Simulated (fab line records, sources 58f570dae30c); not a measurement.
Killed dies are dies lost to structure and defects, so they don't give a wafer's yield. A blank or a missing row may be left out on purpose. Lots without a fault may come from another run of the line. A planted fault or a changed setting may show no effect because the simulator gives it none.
A struck lot beside a sound one | flow berkeley_cmos170 | 14 steps out of a route of 331
Sound: wafers L192.1, L192.3, L192.5. Struck: wafers L196.1, L196.5, L196.6. The cause comes at the end.
At each step with rows: each side's tool, then ch and its chambers, then its first start. Under that, the readings that differ: sound wafers | struck wafers | difference of the means | sigmas: that difference in standard deviations of wafers without a fault.
alike: readings whose means differ by less than 2 such deviations, and words and numbers that are the same on both sides. not compared: withheld readings, readings that some wafer has no value for, bounds like >300 that may hide the same value, and numbers for which the record gives no deviation and whose values overlap.
The two part at a step that has a row with sigmas, a row that says differs or no value, or rows on one side only. Numbers that don't overlap but have no deviation are shown without sigmas and don't part them. A reading that every wafer of one side lacks parts them only if that side has two wafers or more.

first, 4 steps without rows for these wafers: UCB170_NWELL_WET_ETCH_19 (etches SiO2 in BOE, time 22 s); UCB170_PWELL_CLEAN_00 (cleans in SPM, time 600 s); UCB170_PWELL_CLEAN_01 (cleans in dHF, time 60 s); UCB170_PWELL_OXIDATION_02 (target thk 26.4 nm, ox time 1260 s).
UCB170_PWELL_THK_MEAS_03:
  sound on film_metro-04, day 4 08:47; struck on film_metro-01, day 5 01:50
  alike: PWELL_OXIDE_THK
then, 2 steps without rows for these wafers: UCB170_PWELL_ANNEAL_04 (time 900 s); UCB170_PWELL_CVD_05 (deposits Si3N4 from SiH2Cl2/NH3, target thk 220 nm, time 3300 s).
UCB170_PWELL_THK_MEAS_06:
  sound on film_metro-01, day 4 16:28; struck on film_metro-01, day 5 10:40
  alike: PWELL_NITRIDE_THK
then, 4 steps without rows for these wafers: UCB170_PWELL_HMDS_07 (prime time 60 s); UCB170_PWELL_COAT_08 (resist thk 900 nm); UCB170_PWELL_SOFTBAKE_09 (time 60 s); UCB170_PWELL_EXPOSE_10 (exposes mask PWELL, target cd 3000 nm).
UCB170_PWELL_PEB_11:
  sound on litho_track-03 ch 0, day 4 18:03; struck on litho_track-03, day 5 12:13
  no value came back on the struck wafers for chill_plate_temp_C (C), exhaust_pa (Pa); on the sound wafers chill_plate_temp_C (C) reads 22.93 22.89 22.94
then, 1 step without rows for these wafers: UCB170_PWELL_DEVELOP_12 (develop time 45 s).

WHERE THEY PART
Only at UCB170_PWELL_PEB_11, within this record.

WHY: what the simulator had put in
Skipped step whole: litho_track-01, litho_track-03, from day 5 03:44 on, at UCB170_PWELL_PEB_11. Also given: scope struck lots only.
